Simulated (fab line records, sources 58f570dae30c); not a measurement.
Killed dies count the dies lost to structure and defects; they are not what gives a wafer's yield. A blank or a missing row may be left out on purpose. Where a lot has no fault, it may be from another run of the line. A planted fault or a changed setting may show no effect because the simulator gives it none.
fab line records ; flow berkeley_cmos170 ; part 1 of 2: steps 1 to 26 of 36
record: lots: 5; wafers: 15; last_day: 11
route steps=331 shown NLDD@168 SPACER@171 PSD@175 NSD@187 BACKSIDE@199
lots that met no fault: from a run of the same line without faults
start_h: start of the lot's first displayed wafer, in hours after the record's first day ; wait_h: hours from the lot's prior step to this one ; " as in the row above ; L1.1+2: a row that stands for several wafers ; - no value, or no start was given ; * or withheld: withheld ; < > ~ a bound
route shown NAME@n: a module of which the file shows steps, and the number in the route of the first ; usual: the fault-free wafers' mean and standard deviation ; same: alike in all rows ; chamber/n: place in a boat ; sites: each site's reading ; _std_site: the standard deviation of these ; _edge_site: the outer-site mean with the inner-site mean subtracted ; radius_mm: how far each site lies from the wafer's centre ; mask NAME#n: copy n ; behind: the tool/chamber that last shaped the wafer ; hold: the reason the lot was held/the length of the hold in hours/how it ended ; device: which transistor (n, p or np) failed to switch ; end of line: the route-end tests of the same wafers ; where a step has no rows: the recipe by itself ; killed: dies lost to structure and defects at the first sort, not the wafer's yield ; map: per-die view of a wafer (x killed, . not killed, _ where there is no die)
set.NAME: the setting that was run; set.NAME@STEP: the one run at that earlier step ; model.NAME: the simulator's own value behind a step, which no gauge read
lots seen at some steps along the route; tables by step, rows by wafer
services: the hour from which a tool's chamber was out of use, counted from the record's first day as start_h (under 0 if before that day), plus the number of hours and why
== steps ==
step: UCB170_NLDD_STRIP_10
recipe: chemistry: O2; power_w: 400; pressure_mtorr: 3500; platen_temp_c: withheld; o2_flow_sccm: 400; overash_fraction: 0.5
usual: drypump_motor_current_A: 5.6/0.32; oes_product_au: 0.735/0.0043; strip_time_to_endpoint_s: 21.66/0.055
lot.wafer;tool;chamber;start_h;wait_h;drypump_motor_current_A;oes_product_au;rf_hours_counter_h;strip_time_to_endpoint_s
L075.1;plasma_asher-01;1;121.60;0.1;5.6;0.736;0;21.76
L075.2;plasma_asher-01;0;121.60;0.1;5.9;0.732;0;21.69
L075.4;plasma_asher-01;0;121.60;0.1;5.9;0.741;-;21.63
L093.2;plasma_asher-02;0;219.48;0.1;5.3;0.730;52;21.64
L093.3;plasma_asher-02;0;219.48;0.1;5.3;0.736;-;21.61
L093.4;plasma_asher-02;1;219.48;0.1;5.2;0.732;-;21.65
L092.2;plasma_asher-01;0;219.80;0.1;5.9;0.740;11;21.65
L092.3;plasma_asher-01;1;219.80;0.1;5.6;0.732;-;21.67
L092.6;plasma_asher-01;0;219.80;0.1;5.9;0.738;-;21.70
L097.1;plasma_asher-01;0;230.50;0.1;5.9;0.738;13;21.67
L097.2;plasma_asher-01;1;230.50;0.1;5.6;0.738;13;21.64
L097.4;plasma_asher-01;1;230.50;0.1;5.6;0.732;-;21.60
L096.2;plasma_asher-03;0;230.94;0.1;6.1;0.727;46;21.69
L096.5;plasma_asher-03;0;230.94;0.1;6.2;0.734;-;21.75
L096.6;plasma_asher-03;1;230.94;0.1;5.7;0.735;-;21.67
step: UCB170_NLDD_TW_MEAS_11
usual: NLDD_TW: 2232/19
lot.wafer;tool;chamber;start_h;wait_h;NLDD_TW
L075.1;film_metro-01;-;121.70;0.1;2234
L075.2;film_metro-01;-;121.70;0.1;2246
L075.4;film_metro-01;-;121.70;0.1;2230
L093.2;film_metro-01;-;219.59;0.1;2234
L093.3;film_metro-01;-;219.59;0.1;2235
L093.4;film_metro-01;-;219.59;0.1;2227
L092.2;film_metro-01;-;219.91;0.1;2231
L092.3;film_metro-01;-;219.91;0.1;2232
L092.6;film_metro-01;-;219.91;0.1;2228
L097.1;film_metro-04;-;230.60;0.1;2220
L097.2;film_metro-04;-;230.60;0.1;2214
L097.4;film_metro-04;-;230.60;0.1;2207
L096.2;film_metro-03;-;231.05;0.1;2251
L096.5;film_metro-03;-;231.05;0.1;2255
L096.6;film_metro-03;-;231.05;0.1;2251
step: UCB170_NLDD_CLEAN_12
recipe: chemistry: SPM; temp_c: 120; time_s: 600
lot.wafer;tool;chamber;start_h;wait_h
L075.1+2+4;wet_bench-01;3;121.86;0.2
L093.2+3+4;wet_bench-04;0;219.76;0.2
L092.2+3+6;wet_bench-04;3;219.96;0.0
L096.2+5+6;wet_bench-04;0;231.71;0.6
L097.1+2+4;wet_bench-04;0;231.71;1.1
step: UCB170_SPACER_CVD_00
recipe: material: SiO2; target_thk_nm: 376; temp_c: 390; precursor: TEOS/O2; time_s: 47; rf_w: 550; pressure_mtorr: 9000
usual: heater_power_w: 268/62
lot.wafer;tool;chamber;start_h;wait_h;heater_power_w
L075.1;pecvd-03;2;122.05;0.0;303
L075.2;pecvd-03;0;122.05;0.0;140
L075.4;pecvd-03;0;122.05;0.0;145
L093.2;pecvd-01;2;219.95;0.0;238
L093.3;pecvd-01;0;219.95;0.0;252
L093.4;pecvd-01;0;219.95;0.0;281
L092.2;pecvd-03;0;220.15;0.0;137
L092.3;pecvd-03;2;220.15;0.0;238
L092.6;pecvd-03;0;220.15;0.0;150
L096.2;pecvd-01;0;231.88;0.0;292
L096.5;pecvd-01;2;231.88;0.0;272
L096.6;pecvd-01;0;231.88;0.0;307
L097.1;pecvd-02;0;231.88;0.0;277
L097.2;pecvd-02;1;231.88;0.0;354
L097.4;pecvd-02;0;231.88;0.0;282
step: UCB170_SPACER_THK_MEAS_01
recipe: reads: SiO2_of_SPACER_CVD_00
usual: SPACER_TEOS_THK: 379/4.9
lot.wafer;tool;chamber;start_h;wait_h;SPACER_TEOS_THK[nm]
L075.1;film_metro-04;-;122.09;0.0;373
L075.2;film_metro-04;-;122.09;0.0;375
L075.4;film_metro-04;-;122.09;0.0;384
L093.2;film_metro-02;-;220.01;0.0;380
L093.3;film_metro-02;-;220.01;0.0;376
L093.4;film_metro-02;-;220.01;0.0;379
L092.2;film_metro-01;-;220.22;0.1;374
L092.3;film_metro-01;-;220.22;0.1;381
L092.6;film_metro-01;-;220.22;0.1;382
L097.1;film_metro-02;-;231.92;0.0;371
L097.2;film_metro-02;-;231.92;0.0;378
L097.4;film_metro-02;-;231.92;0.0;375
L096.2;film_metro-01;-;231.93;0.0;379
L096.5;film_metro-01;-;231.93;0.0;381
L096.6;film_metro-01;-;231.93;0.0;382
step: UCB170_SPACER_ANNEAL_02
recipe: temp_c: 900; time_s: 1800; ambient: N2
lot.wafer;tool;chamber;start_h;wait_h
L075.1+2+4;furnace-04;0;124.33;2.2
L092.2+3+6;furnace-04;0;222.18;1.9
L093.2+3+4;furnace-04;0;222.18;2.2
L096.2+5+6;furnace-01;0;232.09;0.1
L097.1+2+4;furnace-01;0;232.09;0.2
step: UCB170_SPACER_ETCHBACK_03
recipe: stop_on: Si; target: SiO2; chemistry: CHF3/CF4/Ar; CHF3_flow_sccm: 50; cf4_flow_sccm: 10; Ar_flow_sccm: 120; pressure_mtorr: 200; rf_w: 500; target_depth_a: 3760; time_s: 100
usual: drypump_motor_current_A: 5.8/0.58; mfc_ar_sccm: 120.0/0.34; oes_product_au: 0.905/0.013; throttle_valve_pct: 6.43/0.13
lot.wafer;tool;chamber;start_h;wait_h;drypump_motor_current_A;mfc_ar_sccm;oes_product_au;rf_hours_counter_h;throttle_valve_pct
L075.1;rie_diel-02;0;125.83;0.0;5.9;119.7;0.907;98;6.51
L075.2;rie_diel-02;3;125.83;0.0;4.9;120.1;0.908;39;6.50
L075.4;rie_diel-02;2;125.83;0.0;6.7;120.3;0.905;70;6.41
L092.2;rie_diel-02;2;223.68;0.0;6.6;119.8;0.889;75;6.43
L092.3;rie_diel-02;0;223.68;0.0;5.9;120.0;0.920;103;6.52
L092.6;rie_diel-02;0;223.68;0.0;5.9;120.0;0.925;-;6.52
L093.2;rie_diel-03;1;223.68;0.0;6.0;119.8;0.906;63;6.37
L093.3;rie_diel-03;3;223.68;0.0;6.1;120.2;0.897;118;6.49
L093.4;rie_diel-03;0;223.68;0.0;6.3;119.9;0.903;23;6.27
L096.2;rie_diel-03;2;233.59;0.0;6.2;119.5;0.892;10;6.65
L096.5;rie_diel-03;0;233.59;0.0;6.3;120.1;0.905;-;6.27
L096.6;rie_diel-03;3;233.59;0.0;6.1;120.0;0.902;-;6.48
L097.1;rie_diel-01;2;233.59;0.0;6.6;119.8;0.887;60;6.17
L097.2;rie_diel-01;3;233.59;0.0;4.7;119.9;0.916;130;6.56
L097.4;rie_diel-01;1;233.59;0.0;5.9;119.8;0.899;15;6.45
step: UCB170_PSD_HMDS_00
recipe: prime_time_s: 60; prime_temp_c: 100
usual: exhaust_pa: 45.0/0.82
lot.wafer;tool;chamber;start_h;wait_h;exhaust_pa
L075.1;litho_track-02;0;125.99;0.1;45.1
L075.2;litho_track-02;0;125.99;0.1;44.6
L075.4;litho_track-02;0;125.99;0.1;44.2
L093.2;litho_track-02;0;224.48;0.8;45.5
L093.3;litho_track-02;0;224.48;0.8;46.0
L093.4;litho_track-02;0;224.48;0.8;44.9
L092.2;litho_track-03;0;224.67;1.0;44.6
L092.3;litho_track-03;0;224.67;1.0;45.0
L092.6;litho_track-03;0;224.67;1.0;45.1
L096.2;litho_track-03;0;233.90;0.3;44.2
L096.5;litho_track-03;0;233.90;0.3;45.3
L096.6;litho_track-03;0;233.90;0.3;45.8
L097.1;litho_track-01;0;234.05;0.4;45.8
L097.2;litho_track-01;0;234.05;0.4;45.0
L097.4;litho_track-01;0;234.05;0.4;45.6
step: UCB170_PSD_COAT_01
recipe: resist: KrF; spin_rpm: 1500; resist_thk_nm: 900
usual: exhaust_pa: 45.1/0.9
lot.wafer;tool;chamber;start_h;wait_h;exhaust_pa
L075.1;litho_track-02;0;126.14;0.1;45.4
L075.2;litho_track-02;0;126.14;0.1;43.5
L075.4;litho_track-02;0;126.14;0.1;44.0
L093.2;litho_track-02;0;224.63;0.1;44.2
L093.3;litho_track-02;0;224.63;0.1;44.1
L093.4;litho_track-02;0;224.63;0.1;46.1
L092.2;litho_track-03;0;224.82;0.1;44.7
L092.3;litho_track-03;0;224.82;0.1;44.5
L092.6;litho_track-03;0;224.82;0.1;44.5
L096.2;litho_track-03;0;234.05;0.1;46.0
L096.5;litho_track-03;0;234.05;0.1;47.1
L096.6;litho_track-03;0;234.05;0.1;45.1
L097.1;litho_track-01;0;234.20;0.1;45.6
L097.2;litho_track-01;0;234.20;0.1;46.6
L097.4;litho_track-01;0;234.20;0.1;46.5
step: UCB170_PSD_SOFTBAKE_02
recipe: resist: KrF; temp_c: 130; time_s: 60
usual: exhaust_pa: 44.8/0.83; plate_temp_C: 129.98/0.13
lot.wafer;tool;chamber;start_h;wait_h;exhaust_pa;plate_temp_C
L075.1;litho_track-02;0;126.29;0.1;44.9;130.07
L075.2;litho_track-02;0;126.29;0.1;44.1;130.09
L075.4;litho_track-02;0;126.29;0.1;45.0;129.92
L093.2;litho_track-02;0;224.78;0.1;45.5;129.93
L093.3;litho_track-02;0;224.78;0.1;46.3;130.08
L093.4;litho_track-02;0;224.78;0.1;47.2;130.01
L092.2;litho_track-03;0;224.97;0.1;45.3;130.13
L092.3;litho_track-03;0;224.97;0.1;44.7;129.92
L092.6;litho_track-03;0;224.97;0.1;44.4;129.95
L096.2;litho_track-03;0;234.20;0.1;43.1;130.25
L096.5;litho_track-03;0;234.20;0.1;44.5;130.10
L096.6;litho_track-03;0;234.20;0.1;45.4;129.99
L097.1;litho_track-01;0;234.35;0.1;44.8;129.71
L097.2;litho_track-01;0;234.35;0.1;44.5;130.02
L097.4;litho_track-01;0;234.35;0.1;44.7;129.96
step: UCB170_PSD_EXPOSE_03
recipe: mask_id: PSELECT_MOD; na: 0.5; sigma_outer: 0.6; source_shape: conventional; target_cd_nm: 1200; dose_mj: 30
lot.wafer;tool;chamber;start_h;wait_h;mask
L075.1+2+4;krf_scanner-01;0;126.45;0.1;PSELECT_MOD#0
L093.2+3+4;krf_scanner-01;0;225.05;0.2;PSELECT_MOD#0
L092.2+3+6;krf_scanner-02;0;225.41;0.4;PSELECT_MOD#0
L096.2+5+6;krf_scanner-01;0;234.58;0.4;PSELECT_MOD#0
L097.1+2+4;krf_scanner-02;0;234.80;0.4;PSELECT_MOD#0
step: UCB170_PSD_PEB_04
recipe: peb_temp_c: 130; peb_time_s: withheld; resist: KrF
usual: exhaust_pa: 44.9/0.85; plate_temp_C: 130.01/0.15
lot.wafer;tool;chamber;start_h;wait_h;exhaust_pa;plate_temp_C
L075.1;litho_track-02;0;126.56;0.1;43.7;129.94
L075.2;litho_track-02;0;126.56;0.1;45.0;130.01
L075.4;litho_track-02;0;126.56;0.1;45.9;129.90
L093.2;litho_track-01;0;225.69;0.6;45.3;129.88
L093.3;litho_track-01;0;225.69;0.6;44.7;129.90
L093.4;litho_track-01;0;225.69;0.6;43.7;129.93
L092.2;litho_track-03;0;226.22;0.8;44.3;130.14
L092.3;litho_track-03;0;226.22;0.8;44.2;130.13
L092.6;litho_track-03;0;226.22;0.8;46.1;130.01
L096.2;litho_track-03;0;234.70;0.1;45.1;130.28
L096.5;litho_track-03;0;234.70;0.1;45.1;130.38
L096.6;litho_track-03;0;234.70;0.1;44.5;130.11
L097.1;litho_track-01;0;235.22;0.4;47.6;129.91
L097.2;litho_track-01;0;235.22;0.4;47.4;129.92
L097.4;litho_track-01;0;235.22;0.4;46.4;129.84
step: UCB170_PSD_DEVELOP_05
recipe: developer: TMAH; develop_time_s: 45; resist: KrF; dev_temp_c: 21
usual: exhaust_pa: 45.2/0.9
lot.wafer;tool;chamber;start_h;wait_h;exhaust_pa
L075.1;litho_track-02;0;-;-;47.1
L075.2;litho_track-02;0;-;-;45.9
L075.4;litho_track-02;0;-;-;47.8
L093.2;litho_track-01;0;-;-;45.7
L093.3;litho_track-01;0;-;-;44.0
L093.4;litho_track-01;0;-;-;43.9
L092.2;litho_track-03;0;-;-;45.8
L092.3;litho_track-03;0;-;-;46.1
L092.6;litho_track-03;0;-;-;45.1
L096.2;litho_track-03;0;-;-;44.6
L096.5;litho_track-03;0;-;-;44.9
L096.6;litho_track-03;0;-;-;44.5
L097.1;litho_track-01;0;-;-;47.1
L097.2;litho_track-01;0;-;-;46.4
L097.4;litho_track-01;0;-;-;46.2
step: UCB170_PSD_CD_MEAS_06
recipe: target_cd_nm: 1200
usual: cd_nm: 1200.2/1.9
lot.wafer;tool;chamber;start_h;wait_h;cd_nm
L075.1;cd_sem-02;-;126.84;-;1198.5
L075.2;cd_sem-02;-;126.84;-;1198.1
L075.4;cd_sem-02;-;126.84;-;1198.9
L093.2;cd_sem-02;-;226.00;-;1201.9
L093.3;cd_sem-02;-;226.00;-;1201.4
L093.4;cd_sem-02;-;226.00;-;1203.1
L092.2;cd_sem-01;-;226.49;-;1201.8
L092.3;cd_sem-01;-;226.49;-;1202.3
L092.6;cd_sem-01;-;226.49;-;1200.9
L096.2;cd_sem-01;-;234.97;-;1204.1
L096.5;cd_sem-01;-;234.97;-;1203.5
L096.6;cd_sem-01;-;234.97;-;1204.3
L097.1;cd_sem-02;-;235.50;-;1197.4
L097.2;cd_sem-02;-;235.50;-;1196.5
L097.4;cd_sem-02;-;235.50;-;1198.0
step: UCB170_PSD_OVL_MEAS_07
usual: PSD_OVL: -2/5.2
lot.wafer;tool;chamber;start_h;wait_h;PSD_OVL[nm]
L075.1;overlay-01;-;126.96;0.1;1
L075.2;overlay-01;-;126.96;0.1;12
L075.4;overlay-01;-;126.96;0.1;8
L093.2;overlay-01;-;226.10;0.1;-14
L093.3;overlay-01;-;226.10;0.1;-8
L093.4;overlay-01;-;226.10;0.1;-6
L092.2;overlay-01;-;226.60;0.1;-4
L092.3;overlay-01;-;226.60;0.1;-6
L092.6;overlay-01;-;226.60;0.1;-1
L096.2;overlay-02;-;235.08;0.1;2
L096.5;overlay-02;-;235.08;0.1;1
L096.6;overlay-02;-;235.08;0.1;-4
L097.1;overlay-01;-;235.62;0.1;1
L097.2;overlay-01;-;235.62;0.1;3
L097.4;overlay-01;-;235.62;0.1;-8
step: UCB170_PSD_IMPLANT_08
recipe: species: B; dose_cm2: 3e+15; energy_kev: 20; tilt_deg: 7
usual: beam_on_s: 10.01/0.21; tilt_deg: 7.001/0.02
lot.wafer;tool;chamber;start_h;wait_h;beam_on_s;tilt_deg
L075.1;implanter-03;0;127.00;0.0;10.00;7.006
L075.2;implanter-03;0;127.00;0.0;10.08;7.020
L075.4;implanter-03;0;127.00;0.0;9.66;6.998
L093.2;implanter-03;0;226.16;0.0;9.76;7.020
L093.3;implanter-03;0;226.16;0.0;9.86;7.041
L093.4;implanter-03;0;226.16;0.0;10.24;7.001
L092.2;implanter-01;0;226.65;0.0;9.94;6.992
L092.3;implanter-01;0;226.65;0.0;10.03;7.005
L092.6;implanter-01;0;226.65;0.0;9.96;7.028
L096.2;implanter-01;0;235.14;0.0;9.79;7.030
L096.5;implanter-01;0;235.14;0.0;10.08;7.011
L096.6;implanter-01;0;235.14;0.0;9.85;7.043
L097.1;implanter-03;0;235.65;0.0;10.40;7.020
L097.2;implanter-03;0;235.65;0.0;10.15;7.007
L097.4;implanter-03;0;235.65;0.0;10.12;7.014
step: UCB170_PSD_STRIP_09
recipe: chemistry: O2; power_w: 400; pressure_mtorr: 3500; platen_temp_c: withheld; o2_flow_sccm: 400; overash_fraction: 0.5
usual: drypump_motor_current_A: 5.88/0.18; oes_product_au: 0.601/0.0046; strip_time_to_endpoint_s: 29.40/0.076
lot.wafer;tool;chamber;start_h;wait_h;drypump_motor_current_A;oes_product_au;rf_hours_counter_h;strip_time_to_endpoint_s
L075.1;plasma_asher-04;0;127.15;0.1;6.03;0.597;43;29.41
L075.2;plasma_asher-04;1;127.15;0.1;5.86;0.596;43;29.32
L075.4;plasma_asher-04;1;127.15;0.1;5.85;0.602;-;29.32
L093.2;plasma_asher-04;0;226.28;0.1;6.03;0.597;55;29.42
L093.3;plasma_asher-04;1;226.28;0.1;5.82;0.599;-;29.41
L093.4;plasma_asher-04;0;226.28;0.1;6.05;0.609;-;29.33
L092.2;plasma_asher-04;0;226.78;0.1;6.05;0.603;55;29.48
L092.3;plasma_asher-04;0;226.78;0.1;6.07;0.609;-;29.53
L092.6;plasma_asher-04;1;226.78;0.1;5.82;0.599;-;29.53
L096.2;plasma_asher-04;0;235.26;0.1;6.05;0.604;56;29.45
L096.5;plasma_asher-04;1;235.26;0.1;5.81;0.599;-;29.39
L096.6;plasma_asher-04;0;235.26;0.1;6.07;0.605;-;29.36
L097.1;plasma_asher-04;1;235.80;0.1;5.85;0.603;56;29.42
L097.2;plasma_asher-04;0;235.80;0.1;6.06;0.612;56;29.46
L097.4;plasma_asher-04;1;235.80;0.1;5.84;0.601;-;29.47
step: UCB170_PSD_TW_MEAS_10
usual: PSD_TW: 2351/21
lot.wafer;tool;chamber;start_h;wait_h;PSD_TW
L075.1;film_metro-04;-;127.25;0.1;2325
L075.2;film_metro-04;-;127.25;0.1;2323
L075.4;film_metro-04;-;127.25;0.1;2318
L093.2;film_metro-03;-;226.39;0.1;2379
L093.3;film_metro-03;-;226.39;0.1;2371
L093.4;film_metro-03;-;226.39;0.1;2371
L092.2;film_metro-01;-;226.89;0.1;2356
L092.3;film_metro-01;-;226.89;0.1;2351
L092.6;film_metro-01;-;226.89;0.1;2346
L096.2;film_metro-03;-;235.37;0.1;2375
L096.5;film_metro-03;-;235.37;0.1;2388
L096.6;film_metro-03;-;235.37;0.1;2385
L097.1;film_metro-04;-;235.90;0.1;2329
L097.2;film_metro-04;-;235.90;0.1;2319
L097.4;film_metro-04;-;235.90;0.1;2329
step: UCB170_PSD_CLEAN_11
recipe: chemistry: SPM; temp_c: 120; time_s: 600
lot.wafer;tool;chamber;start_h;wait_h
L075.1+2+4;wet_bench-01;1;127.31;0.1
L092.2+3+6;wet_bench-01;3;227.84;0.9
L093.2+3+4;wet_bench-01;0;227.84;1.4
L096.2+5+6;wet_bench-01;2;235.50;0.1
L097.1+2+4;wet_bench-01;1;235.96;0.1
step: UCB170_NSD_HMDS_00
recipe: prime_time_s: 60; prime_temp_c: 100
usual: exhaust_pa: 44.9/0.89
lot.wafer;tool;chamber;start_h;wait_h;exhaust_pa
L075.1;litho_track-03;0;127.67;0.2;45.0
L075.2;litho_track-03;0;127.67;0.2;46.0
L075.4;litho_track-03;0;127.67;0.2;42.6
L093.2;litho_track-04;0;228.06;0.0;45.3
L093.3;litho_track-04;0;228.06;0.0;45.3
L093.4;litho_track-04;0;228.06;0.0;45.8
L092.2;litho_track-01;0;228.22;0.2;43.3
L092.3;litho_track-01;0;228.22;0.2;44.2
L092.6;litho_track-01;0;228.22;0.2;43.9
L096.2;litho_track-01;0;235.97;0.3;46.1
L096.5;litho_track-01;0;235.97;0.3;44.6
L096.6;litho_track-01;0;235.97;0.3;45.2
L097.1;litho_track-03;0;236.96;0.8;45.0
L097.2;litho_track-03;0;236.96;0.8;45.7
L097.4;litho_track-03;0;236.96;0.8;46.2
step: UCB170_NSD_COAT_01
recipe: resist: KrF; spin_rpm: 1500; resist_thk_nm: 900
usual: exhaust_pa: 44.9/1
lot.wafer;tool;chamber;start_h;wait_h;exhaust_pa
L075.1;litho_track-03;0;127.82;0.1;45.2
L075.2;litho_track-03;0;127.82;0.1;44.0
L075.4;litho_track-03;0;127.82;0.1;46.2
L093.2;litho_track-04;0;228.21;0.1;43.0
L093.3;litho_track-04;0;228.21;0.1;43.0
L093.4;litho_track-04;0;228.21;0.1;43.8
L092.2;litho_track-01;0;228.37;0.1;44.4
L092.3;litho_track-01;0;228.37;0.1;43.8
L092.6;litho_track-01;0;228.37;0.1;45.4
L096.2;litho_track-01;0;236.12;0.1;44.8
L096.5;litho_track-01;0;236.12;0.1;45.0
L096.6;litho_track-01;0;236.12;0.1;45.9
L097.1;litho_track-03;0;237.11;0.1;45.6
L097.2;litho_track-03;0;237.11;0.1;44.0
L097.4;litho_track-03;0;237.11;0.1;46.7
step: UCB170_NSD_SOFTBAKE_02
recipe: resist: KrF; temp_c: 130; time_s: 60
usual: exhaust_pa: 45.2/0.96; plate_temp_C: 130.03/0.15
lot.wafer;tool;chamber;start_h;wait_h;exhaust_pa;plate_temp_C
L075.1;litho_track-03;0;127.97;0.1;45.1;129.79
L075.2;litho_track-03;0;127.97;0.1;46.2;129.87
L075.4;litho_track-03;0;127.97;0.1;45.7;130.05
L093.2;litho_track-04;0;228.36;0.1;45.5;129.88
L093.3;litho_track-04;0;228.36;0.1;44.1;130.01
L093.4;litho_track-04;0;228.36;0.1;44.9;130.06
L092.2;litho_track-01;0;228.52;0.1;46.5;129.97
L092.3;litho_track-01;0;228.52;0.1;45.6;129.84
L092.6;litho_track-01;0;228.52;0.1;47.3;129.81
L096.2;litho_track-01;0;236.27;0.1;43.8;130.03
L096.5;litho_track-01;0;236.27;0.1;44.5;129.96
L096.6;litho_track-01;0;236.27;0.1;43.6;130.17
L097.1;litho_track-03;0;237.26;0.1;44.6;130.13
L097.2;litho_track-03;0;237.26;0.1;43.2;130.05
L097.4;litho_track-03;0;237.26;0.1;44.0;130.23
step: UCB170_NSD_EXPOSE_03
recipe: mask_id: NSELECT_MOD; na: 0.5; sigma_outer: 0.6; source_shape: conventional; target_cd_nm: 1200; dose_mj: 30
lot.wafer;tool;chamber;start_h;wait_h;mask
L075.1+2+4;krf_scanner-01;0;128.12;0.1;NSELECT_MOD#0
L093.2+3+4;krf_scanner-01;0;228.63;0.2;NSELECT_MOD#0
L092.2+3+6;krf_scanner-01;0;228.75;0.2;NSELECT_MOD#0
L096.2+5+6;krf_scanner-02;0;236.42;0.1;NSELECT_MOD#0
L097.1+2+4;krf_scanner-01;0;237.54;0.2;NSELECT_MOD#0
step: UCB170_NSD_PEB_04
recipe: peb_temp_c: 130; peb_time_s: withheld; resist: KrF
usual: exhaust_pa: 45.3/0.92; plate_temp_C: 130.01/0.14
lot.wafer;tool;chamber;start_h;wait_h;exhaust_pa;plate_temp_C
L075.1;litho_track-01;0;128.39;0.2;46.4;129.99
L075.2;litho_track-01;0;128.39;0.2;45.6;130.04
L075.4;litho_track-01;0;128.39;0.2;44.9;130.12
L093.2;litho_track-04;0;228.96;0.3;46.5;130.07
L093.3;litho_track-04;0;228.96;0.3;48.0;130.14
L093.4;litho_track-04;0;228.96;0.3;44.6;130.02
L092.2;litho_track-01;0;229.12;0.4;44.6;130.11
L092.3;litho_track-01;0;229.12;0.4;45.8;130.16
L092.6;litho_track-01;0;229.12;0.4;44.3;130.29
L096.2;litho_track-01;0;237.15;0.7;45.0;130.03
L096.5;litho_track-01;0;237.15;0.7;46.2;130.14
L096.6;litho_track-01;0;237.15;0.7;45.0;130.22
L097.1;litho_track-04;0;238.02;0.5;45.2;129.98
L097.2;litho_track-04;0;238.02;0.5;45.5;129.94
L097.4;litho_track-04;0;238.02;0.5;44.2;130.12
step: UCB170_NSD_DEVELOP_05
recipe: developer: TMAH; develop_time_s: 45; resist: KrF; dev_temp_c: 21
usual: exhaust_pa: 44.8/1
lot.wafer;tool;chamber;start_h;wait_h;exhaust_pa
L075.1;litho_track-01;0;-;-;45.3
L075.2;litho_track-01;0;-;-;45.7
L075.4;litho_track-01;0;-;-;46.0
L093.2;litho_track-04;0;-;-;47.0
L093.3;litho_track-04;0;-;-;44.8
L093.4;litho_track-04;0;-;-;46.4
L092.2;litho_track-01;0;-;-;45.2
L092.3;litho_track-01;0;-;-;45.2
L092.6;litho_track-01;0;-;-;45.7
L096.2;litho_track-01;0;-;-;43.9
L096.5;litho_track-01;0;-;-;44.6
L096.6;litho_track-01;0;-;-;45.0
L097.1;litho_track-04;0;-;-;46.6
L097.2;litho_track-04;0;-;-;45.3
L097.4;litho_track-04;0;-;-;44.8
step: UCB170_NSD_CD_MEAS_06
recipe: target_cd_nm: 1200
usual: cd_nm: 1199.8/1.4
lot.wafer;tool;chamber;start_h;wait_h;cd_nm
L075.1;cd_sem-02;-;128.66;-;1201.2
L075.2;cd_sem-02;-;128.66;-;1200.0
L075.4;cd_sem-02;-;128.66;-;1200.5
L093.2;cd_sem-02;-;229.23;-;1201.0
L093.3;cd_sem-02;-;229.23;-;1202.0
L093.4;cd_sem-02;-;229.23;-;1201.5
L092.2;cd_sem-01;-;229.39;-;1199.9
L092.3;cd_sem-01;-;229.39;-;1199.5
L092.6;cd_sem-01;-;229.39;-;1198.2
L096.2;cd_sem-02;-;237.42;-;1200.1
L096.5;cd_sem-02;-;237.42;-;1199.7
L096.6;cd_sem-02;-;237.42;-;1198.9
L097.1;cd_sem-01;-;238.30;-;1196.7
L097.2;cd_sem-01;-;238.30;-;1199.4
L097.4;cd_sem-01;-;238.30;-;1199.7
